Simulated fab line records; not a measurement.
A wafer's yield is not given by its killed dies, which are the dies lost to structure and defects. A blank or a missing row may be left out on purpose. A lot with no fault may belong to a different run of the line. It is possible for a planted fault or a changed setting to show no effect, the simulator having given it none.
Which tool is to blame?    flow berkeleyCmos170    14 lots, 42 wafers sampled, at 4 steps of a route of 331

== WHAT THE GAUGES SHOWED, per wafer ==
UCB170_V1_THK_MEAS_04.
lot   measured      on            V1_POLISHED_THK (nm)
L744  day 7 06:08   filmMetro-01  1000.3 999.7 999.1
L743  day 7 09:35   filmMetro-03  1000.2 999.6 999.0
L745  day 7 19:53   filmMetro-02  999.4 997.3 1000.5
L748  day 8 00:37   filmMetro-01  1004.7 1000.5 1002.1
L752  day 9 11:57   filmMetro-03  1001.4 1000.1 1000.4
L751  day 9 12:14   filmMetro-01  1005.1 1001.0 999.9
L749  day 9 12:16   filmMetro-02  999.4 998.0 999.7
L759  day 10 15:43  filmMetro-03  1001.0 996.2 1001.9
L756  day 10 16:01  filmMetro-03  1001.8 1000.7 1001.1
L758  day 10 16:02  filmMetro-01  998.1 999.8 998.2
L755  day 10 19:58  filmMetro-01  999.7 999.3 998.8
L761  day 11 19:02  filmMetro-02  998.5 998.7 1003.4
L763  day 11 19:19  filmMetro-02  1001.0 999.5 1001.0
L764  day 12 08:37  filmMetro-01  999.0 999.3 1000.2

UCB170_M2_CD_MEAS_90: target cd 700 nm.
lot   measured      on        cdNm (nm)
L744  day 7 10:48   cdSem-02  704 704 706
L743  day 7 14:10   cdSem-02  704 707 704
L745  day 8 00:46   cdSem-01  700 701 699
L748  day 8 10:19   cdSem-01  695 693 694
L752  day 9 22:46   cdSem-02  707 699 703
L751  day 9 23:11   cdSem-01  700 698 698
L749  day 9 23:29   cdSem-01  700 705 697
L759  day 10 22:04  cdSem-02  698 696 699
L756  day 10 22:21  cdSem-01  692 692 696
L758  day 10 22:41  cdSem-02  706 697 697
L755  day 11 01:34  cdSem-02  700 704 703
L761  day 12 00:30  cdSem-02  708 703 703
L763  day 12 01:44  cdSem-01  705 713 711
L764  day 12 13:52  cdSem-02  700 700 701

UCB170_V2_THK_MEAS_01.
lot   measured      on            V2_TEOS_THK (nm)
L744  day 7 11:08   filmMetro-04  2000 1970 1992
L743  day 7 14:29   filmMetro-04  2068 2011 2087
L745  day 8 01:03   filmMetro-02  2032 1995 2034
L748  day 8 10:34   filmMetro-02  1986 1968 2017
L752  day 9 23:02   filmMetro-04  2006 2048 2011
L751  day 9 23:26   filmMetro-03  1991 1976 2005
L749  day 9 23:44   filmMetro-03  2755 2729 2686
L759  day 10 22:19  filmMetro-03  2023 2044 2039
L756  day 10 22:37  filmMetro-02  2691 2748 2728
L758  day 10 22:56  filmMetro-04  1982 2018 2129
L755  day 11 01:50  filmMetro-02  1990 1997 1962
L761  day 12 00:46  filmMetro-02  1975 2046 2008
L763  day 12 02:01  filmMetro-02  1976 2006 2002
L764  day 12 14:07  filmMetro-02  2011 2037 2042

== WHICH TOOL RAN EACH LOT (tool, then ch and the chambers of the sampled wafers, then the start) ==
lot   UCB170_V2_CVD_00
L744  pecvd-02 ch 0,1, day 7 10:54
L743  pecvd-01 ch 1,2, day 7 14:17
L745  pecvd-02 ch 1,2, day 8 00:53
L748  pecvd-03 ch 1,2, day 8 10:23
L752  pecvd-03 ch 0,1,2, day 9 22:51
L751  pecvd-02 ch 0,1, day 9 23:17
L749  pecvd-03 ch 0,1,2, day 9 23:38
L759  pecvd-02 ch 0,1, day 10 22:10
L756  pecvd-03 ch 0,2, day 10 22:27
L758  pecvd-01 ch 0,2, day 10 22:46
L755  pecvd-02 ch 0,1,2, day 11 01:41
L761  pecvd-02 ch 0,1,2, day 12 00:35
L763  pecvd-02 ch 1,2, day 12 01:52
L764  pecvd-01 ch 1,2, day 12 13:58
- UCB170_V2_CVD_00: deposits SiO2 from TEOS/O2, target thk 2000 nm, time 250 s.

== WHAT THE TOOLS THEMSELVES READ (means of the sampled wafers that have a number; where no wafer has one, the mark that the record gives instead) ==
UCB170_V2_CVD_00.
lot   tool      heaterPowerW (W)
L744  pecvd-02  274
L743  pecvd-01  266
L745  pecvd-02  264
L748  pecvd-03  212
L752  pecvd-03  284
L751  pecvd-02  255
L749  pecvd-03  212
L759  pecvd-02  260
L756  pecvd-03  258
L758  pecvd-01  201
L755  pecvd-02  286
L761  pecvd-02  269
L763  pecvd-02  290
L764  pecvd-01  221

== THE ANSWER, worked out from the rows above alone ==
Rule: the usual values come from the lots themselves. Put in order of their means at a reading, lots are off if they are a third of the lots or fewer, leave a main group of 4 or more, and stand apart from it by a gap of 3 or more times the standard deviation of the main group's means; of several such gaps the widest counts. Not used: any main group whose means are identical at the precision the tables above print for the reading. A lot without any number at a reading at which 4 lots or more have one is off too. The other lots that the step has rows for count as sound. After the gauges, taken in route order, come the tools' own readings; for these a lot's mean is taken, as printed above. At the first step where some lot is off, the reading lying furthest off is the one used; lots without a number count as furthest.
Off: L749, L756, at UCB170_V2_THK_MEAS_01 (V2_TEOS_THK). The main group has a mean of 2013 nm with a standard deviation of 23.
If a tool, at a process step before that reading, ran all the lots that are off and no sound lot after the first of them, it fits. Those tools and the gauges at UCB170_V2_THK_MEAS_01 are tried in the same way. One candidate fits, namely pecvd-03 at UCB170_V2_CVD_00. Its last sound lot is L752 (day 9 22:51), its first lot that is off L749 (day 9 23:38): a fault that began between those two fits.

== WHAT WAS PUT IN BY THE SIMULATOR ==
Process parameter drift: pecvd-03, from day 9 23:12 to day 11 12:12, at UCB170_V2_CVD_00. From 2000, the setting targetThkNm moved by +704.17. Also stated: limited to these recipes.
Struck lots among those shown: L749, L756. The rule above reached the same finding.
